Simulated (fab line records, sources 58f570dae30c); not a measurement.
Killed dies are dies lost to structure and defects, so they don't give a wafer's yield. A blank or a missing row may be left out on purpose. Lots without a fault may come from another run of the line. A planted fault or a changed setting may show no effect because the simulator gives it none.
Which tool did it? | flow berkeley_cmos170 | 14 lots, 42 wafers sampled, at 7 steps of a route of 331

WHAT THE GAUGES READ, wafer by wafer
UCB170_GATE_THK_MEAS_05.
lot  | measured     | on            | GATE_POLY_THK (nm)
L400 | day 6 20:26  | film_metro-04 | 217.2 216.4 217.0
L398 | day 6 20:30  | film_metro-03 | 217.5 217.4 218.8
L399 | day 6 20:32  | film_metro-04 | 216.1 215.3 215.6
L401 | day 6 20:34  | film_metro-02 | 214.4 214.1 214.2
L403 | day 7 08:44  | film_metro-03 | 212.2 212.1 212.2
L406 | day 8 04:08  | film_metro-03 | 213.7 211.7 213.5
L405 | day 8 04:09  | film_metro-04 | 213.4 214.6 214.0
L411 | day 9 02:49  | film_metro-04 | 215.9 214.1 212.2
L412 | day 9 02:50  | film_metro-03 | 217.3 215.6 217.0
L417 | day 9 22:22  | film_metro-04 | 216.5 217.2 218.9
L419 | day 10 13:19 | film_metro-03 | 217.6 214.8 216.6
L418 | day 10 13:19 | film_metro-02 | 214.3 215.7 217.4
L420 | day 11 00:22 | film_metro-04 | 213.2 215.7 214.1
L421 | day 11 09:23 | film_metro-04 | 218.5 219.5 218.5

UCB170_PLDD_CD_MEAS_06: target cd 1200 nm.
lot  | measured     | on        | cd_nm (nm)
L400 | day 7 02:46  | cd_sem-02 | 1200.0 1199.3 1198.2
L398 | day 7 03:52  | cd_sem-02 | 1201.3 1202.5 1202.4
L399 | day 7 03:38  | cd_sem-02 | 1199.4 1200.3 1199.7
L401 | day 7 03:20  | cd_sem-02 | 1201.7 1202.0 1202.3
L403 | day 7 12:24  | cd_sem-01 | 1200.5 1200.5 1200.3
L406 | day 8 09:33  | cd_sem-01 | 1201.8 1200.8 1200.0
L405 | day 8 10:40  | cd_sem-01 | 1200.7 1200.4 1201.2
L411 | day 9 12:11  | cd_sem-01 | 1198.9 1199.2 1199.3
L412 | day 9 11:50  | cd_sem-02 | 1201.9 1201.6 1201.4
L417 | day 10 01:39 | cd_sem-01 | 1202.3 1201.7 1200.7
L419 | day 10 19:07 | cd_sem-02 | 1198.2 1199.0 1198.2
L418 | day 10 19:24 | cd_sem-02 | 1199.0 1199.4 1198.3
L420 | day 11 03:32 | cd_sem-01 | 1194.6 1195.5 1195.4
L421 | day 11 12:49 | cd_sem-01 | 1201.5 1202.5 1202.5

UCB170_NSD_TW_MEAS_10.
lot  | measured     | on            | NSD_TW
L400 | day 7 18:25  | film_metro-04 | 4207 4204 4180
L398 | day 7 19:31  | film_metro-02 | 4201 4190 4170
L399 | day 7 19:26  | film_metro-04 | 4165 4178 4191
L401 | day 7 19:08  | film_metro-02 | 4173 4166 4217
L403 | day 8 00:59  | film_metro-01 | 3198 3215 3217
L406 | day 9 07:28  | film_metro-04 | 4172 4162 4188
L405 | day 9 08:17  | film_metro-04 | 3144 3160 3150
L411 | day 9 23:51  | film_metro-01 | 4211 4225 4197
L412 | day 9 23:30  | film_metro-04 | 4198 4173 4187
L417 | day 10 15:22 | film_metro-02 | 4192 4163 4172
L419 | day 11 07:10 | film_metro-04 | 4193 4167 4167
L418 | day 11 07:33 | film_metro-01 | 4268 4277 4295
L420 | day 11 15:46 | film_metro-02 | 4179 4206 4209
L421 | day 11 22:50 | film_metro-04 | 4170 4199 4170

UCB170_SDANNEAL_RS_MEAS_03: measures by four-point-probe.
lot  | measured     | on            | NSD_RS (ohm/sq)
L400 | day 7 20:58  | film_metro-02 | 37.05 37.07 37.06
L398 | day 7 22:38  | film_metro-02 | 37.18 37.20 37.15
L399 | day 7 22:11  | film_metro-04 | 37.33 37.28 37.36
L401 | day 7 21:48  | film_metro-01 | 37.30 37.33 37.31
L403 | day 8 05:13  | film_metro-01 | 118.78 119.51 116.64
L406 | day 9 11:16  | film_metro-01 | 37.25 37.22 37.09
L405 | day 9 11:17  | film_metro-02 | 118.86 118.98 120.59
L411 | day 10 01:31 | film_metro-02 | 37.27 37.17 37.32
L412 | day 10 00:51 | film_metro-02 | 37.09 37.09 37.16
L417 | day 10 17:46 | film_metro-02 | 37.04 37.15 37.05
L419 | day 11 08:23 | film_metro-01 | 37.14 37.09 37.30
L418 | day 11 08:47 | film_metro-04 | 37.36 37.29 37.34
L420 | day 11 17:47 | film_metro-01 | 37.19 37.15 37.12
L421 | day 12 00:23 | film_metro-02 | 37.17 37.23 37.12

WHICH TOOL RAN EACH LOT (tool, then ch and the chambers of the sampled wafers, then the start)
lot  | UCB170_PSD_STRIP_09                  | UCB170_NSD_IMPLANT_08           | UCB170_NSD_STRIP_09
L400 | plasma_asher-03 ch 0,1, day 7 14:25  | implanter-01 ch 0, day 7 18:10  | plasma_asher-04 ch 0,1, day 7 18:19
L398 | plasma_asher-03 ch 0, day 7 15:58    | implanter-02 ch 0, day 7 19:16  | plasma_asher-02 ch 0,1, day 7 19:25
L399 | plasma_asher-02 ch 0,1, day 7 15:27  | implanter-03 ch 0, day 7 19:13  | plasma_asher-04 ch 0,1, day 7 19:21
L401 | plasma_asher-03 ch 0,1, day 7 15:08  | implanter-01 ch 0, day 7 18:53  | plasma_asher-03 ch 0,1, day 7 19:02
L403 | plasma_asher-02 ch 0,1, day 7 23:13  | implanter-01 ch 0, day 8 00:44  | plasma_asher-02 ch 0,1, day 8 00:53
L406 | plasma_asher-02 ch 0,1, day 9 02:46  | implanter-03 ch 0, day 9 07:13  | plasma_asher-04 ch 0,1, day 9 07:22
L405 | plasma_asher-02 ch 0,1, day 9 03:03  | implanter-01 ch 0, day 9 07:56  | plasma_asher-02 ch 0, day 9 08:11
L411 | plasma_asher-01 ch 0, day 9 21:56    | implanter-03 ch 0, day 9 23:37  | plasma_asher-02 ch 0,1, day 9 23:44
L412 | plasma_asher-02 ch 0,1, day 9 21:37  | implanter-02 ch 0, day 9 23:17  | plasma_asher-03 ch 0,1, day 9 23:25
L417 | plasma_asher-03 ch 0,1, day 10 12:37 | implanter-03 ch 0, day 10 15:07 | plasma_asher-02 ch 0,1, day 10 15:16
L419 | plasma_asher-01 ch 0,1, day 11 05:16 | implanter-03 ch 0, day 11 06:55 | plasma_asher-04 ch 0,1, day 11 07:04
L418 | plasma_asher-03 ch 0, day 11 05:45   | implanter-02 ch 0, day 11 07:19 | plasma_asher-03 ch 0,1, day 11 07:26
L420 | plasma_asher-02 ch 0,1, day 11 13:22 | implanter-02 ch 0, day 11 15:31 | plasma_asher-03 ch 0,1, day 11 15:40
L421 | plasma_asher-01 ch 1, day 11 20:49   | implanter-02 ch 0, day 11 22:37 | plasma_asher-02 ch 1, day 11 22:44
- UCB170_PSD_STRIP_09: strips in O2.
- UCB170_NSD_IMPLANT_08
- UCB170_NSD_STRIP_09: strips in O2.

WHAT THE TOOLS THEMSELVES READ (means of the sampled wafers that have a number; where no wafer has one, the mark that the record gives instead)
UCB170_PSD_STRIP_09.
lot  | tool            | drypump_motor_current_A (A) | oes_product_au (a.u.) | strip_time_to_endpoint_s (s)
L400 | plasma_asher-03 | 5.89                        | 0.600                 | 29.33
L398 | plasma_asher-03 | 5.81                        | 0.599                 | 29.43
L399 | plasma_asher-02 | 5.89                        | 0.600                 | 29.37
L401 | plasma_asher-03 | 6.02                        | 0.600                 | 29.39
L403 | plasma_asher-02 | 5.91                        | 0.597                 | 29.29
L406 | plasma_asher-02 | 5.88                        | 0.603                 | 29.37
L405 | plasma_asher-02 | 6.00                        | 0.602                 | 29.47
L411 | plasma_asher-01 | 5.50                        | 0.601                 | 29.44
L412 | plasma_asher-02 | 5.88                        | 0.601                 | 29.39
L417 | plasma_asher-03 | 5.90                        | 0.601                 | 29.40
L419 | plasma_asher-01 | 6.19                        | 0.596                 | 29.33
L418 | plasma_asher-03 | 5.82                        | 0.599                 | 29.28
L420 | plasma_asher-02 | 5.88                        | 0.603                 | 29.33
L421 | plasma_asher-01 | 6.56                        | 0.597                 | 29.32

UCB170_NSD_IMPLANT_08.
lot  | tool         | dose_ions_cm2 | end_station_pressure_torr (Torr) | faraday_current_uA
L400 | implanter-01 | 3e+15         | 1.28e-05                         | 9269
L398 | implanter-02 | 3e+15         | 1.27e-05                         | 9248
L399 | implanter-03 | 3e+15         | 1.24e-05                         | 9372
L401 | implanter-01 | 3e+15         | 1.28e-05                         | 9152
L403 | implanter-01 | 6e+14         | 6.57e-06                         | 1945
L406 | implanter-03 | 3e+15         | 1.24e-05                         | 9278
L405 | implanter-01 | 6e+14         | 6.67e-06                         | 1935
L411 | implanter-03 | 3e+15         | 1.25e-05                         | 9178
L412 | implanter-02 | 3e+15         | 1.25e-05                         | 9304
L417 | implanter-03 | 3e+15         | 1.31e-05                         | 9225
L419 | implanter-03 | 3e+15         | 1.33e-05                         | 9233
L418 | implanter-02 | 3e+15         | 1.27e-05                         | 9246
L420 | implanter-02 | 3e+15         | 1.24e-05                         | 9345
L421 | implanter-02 | 3e+15         | 1.22e-05                         | 9336

UCB170_NSD_STRIP_09.
lot  | tool            | drypump_motor_current_A (A) | oes_product_au (a.u.) | strip_time_to_endpoint_s (s)
L400 | plasma_asher-04 | 6.38                        | 0.533                 | 35.96
L398 | plasma_asher-02 | 6.01                        | 0.531                 | 35.96
L399 | plasma_asher-04 | 6.47                        | 0.533                 | 35.78
L401 | plasma_asher-03 | 5.93                        | 0.532                 | 35.86
L403 | plasma_asher-02 | 5.97                        | 0.699                 | 23.21
L406 | plasma_asher-04 | 6.37                        | 0.532                 | 35.96
L405 | plasma_asher-02 | 6.07                        | 0.702                 | 23.09
L411 | plasma_asher-02 | 5.89                        | 0.533                 | 35.75
L412 | plasma_asher-03 | 5.90                        | 0.533                 | 35.89
L417 | plasma_asher-02 | 6.02                        | 0.530                 | 36.06
L419 | plasma_asher-04 | 6.48                        | 0.537                 | 35.97
L418 | plasma_asher-03 | 5.93                        | 0.531                 | 35.76
L420 | plasma_asher-03 | 6.00                        | 0.532                 | 35.83
L421 | plasma_asher-02 | 5.77                        | 0.536                 | 35.91

THE ANSWER, worked out from the rows above alone
Rule: what is usual is taken from the lots themselves. Put in order of their means at a reading, lots are off if they are a third of the lots or fewer, leave a main group of 4 or more, and stand apart from it by a gap of 3 or more times the standard deviation of the main group's means; of several such gaps the widest counts. A main group whose means are all the same, to the digits that the tables above print for the reading, isn't used. A lot without any number at a reading at which 4 lots or more have one is off too. The other lots that the step has rows for count as sound. The gauges are gone through in route order, then the tools' own readings, and for those a lot's mean is taken as printed above. The first step at which some lot is off is used, and at that step the reading that is off furthest; a lot without a number counts as furthest.
Off: L403, L405, at UCB170_NSD_TW_MEAS_10 (NSD_TW). The main group: mean 4194, standard deviation 28.
A tool fits if, at a process step before that reading, it ran every lot that is off, and no sound lot after the first of them. The gauges at UCB170_NSD_TW_MEAS_10 aren't tried: what is off there is off at UCB170_NSD_IMPLANT_08 too, on other tools, and a gauge's error can't cause that. One fits: implanter-01 at UCB170_NSD_IMPLANT_08. Its last sound lot is L401 (day 7 18:53), its first lot that is off L403 (day 8 00:44): a fault that began between those two fits.
The tool's own readings at UCB170_NSD_IMPLANT_08 bear it out: on the lots that are off they differ by more than 5 times the standard deviation of the sound lots' means. dose_ions_cm2 reads 6e+14 there against 3e+15 on the sound lots; end_station_pressure_torr reads 6.62e-06 Torr there against 1.26e-05 Torr on the sound lots; faraday_current_uA reads 1940 there against 9266 on the sound lots.

WHAT THE SIMULATOR HAD PUT IN
Process parameter drift: implanter-01, from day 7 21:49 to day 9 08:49, at UCB170_NSD_IMPLANT_08. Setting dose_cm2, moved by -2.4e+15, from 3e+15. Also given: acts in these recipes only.
Lots struck among those shown: L403, L405. The rule above found the same.
